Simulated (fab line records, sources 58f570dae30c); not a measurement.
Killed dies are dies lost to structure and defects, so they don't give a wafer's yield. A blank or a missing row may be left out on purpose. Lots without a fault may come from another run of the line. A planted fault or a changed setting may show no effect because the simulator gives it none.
One fault seen from 2 desks | flow berkeley_cmos170 | each desk has only its own numbers; what lay behind them comes last

THE TOOL OWNER'S DESK: krf_scanner-01
The tool's own readings at UCB170_M3_EXPOSE_12 (exposes mask METAL3, target cd 700 nm): means of the sampled wafers that have a number, for each lot that ran on this tool. A lot is out of limits, marked OUT, if its mean lies more than 4 standard deviations from the usual mean; the brackets give that distance.
Columns: A = exposure_dose_mJ_cm2 at UCB170_M3_EXPOSE_12, usual 25.990
lot  | first seen here | A
L322 | day 9 23:28     | 26.006
L326 | day 10 20:42    | 25.864 (-5.0) OUT
L339 | day 13 21:33    | 26.016
L340 | day 13 21:47    | 25.988
L341 | day 14 18:46    | 25.973
This desk's finding: out of limits on L326; first on L326, day 10 20:42 (exposure_dose_mJ_cm2 at UCB170_M3_EXPOSE_12). In limits: L322, L339, L340, L341.

THE METROLOGY DESK
What the gauges read, lot by lot, whatever tool the lot ran on: means of the sampled wafers that have a number. A lot is out of limits, marked OUT, if its mean lies more than 4 standard deviations from the usual mean; the brackets give that distance.
Columns: A = NWELL_OVL at UCB170_NWELL_OVL_MEAS_12, usual -2 nm; B = M1_AL_RS at UCB170_M1_RS_MEAS_01, usual 0.0483 ohm/sq; C = V2_TEOS_THK at UCB170_V2_THK_MEAS_01, usual 2001 nm
lot  | first seen here | A   | B      | C
L318 | day 2 04:08     | -7  | 0.0483 | 1990
L319 | day 2 15:58     | -5  | 0.0493 | 1997
L321 | day 2 23:37     | 2   | 0.0481 | 2010
L322 | day 3 03:27     | -3  | 0.0479 | 1993
L326 | day 4 05:09     | -6  | 0.0479 | 2016
L331 | day 5 05:40     | -1  | 0.0474 | 2023
L330 | day 5 05:58     | -1  | 0.0490 | 1981
L332 | day 5 16:13     | -3  | 0.0484 | 1979
L336 | day 6 03:13     | -12 | 0.0489 | 2002
L338 | day 6 16:34     | 2   | 0.0484 | 2002
L339 | day 7 00:18     | 0   | 0.0479 | 2009
L340 | day 7 04:56     | 4   | 0.0483 | 1987
L341 | day 7 17:49     | -2  | 0.0481 | 2010
This desk's finding: nothing out of limits on any of the 13 lots.

PUT TOGETHER
The tool owner's desk could have raised an alarm at day 10 20:42, on L326.
The metrology desk saw nothing out of limits.
The metrology desk has L326 on record, within its limits.
Of the lots named, all ran UCB170_M3_EXPOSE_12 on krf_scanner-01.

WHAT THE SIMULATOR HAD PUT IN
Process parameter drift: krf_scanner-01, from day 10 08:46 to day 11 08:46, at UCB170_M3_EXPOSE_12. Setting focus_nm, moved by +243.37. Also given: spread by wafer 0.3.
Lots struck among those shown: L326.
Hours from the fault's start to each desk's first reading out of limits: the tool owner's desk, 12.
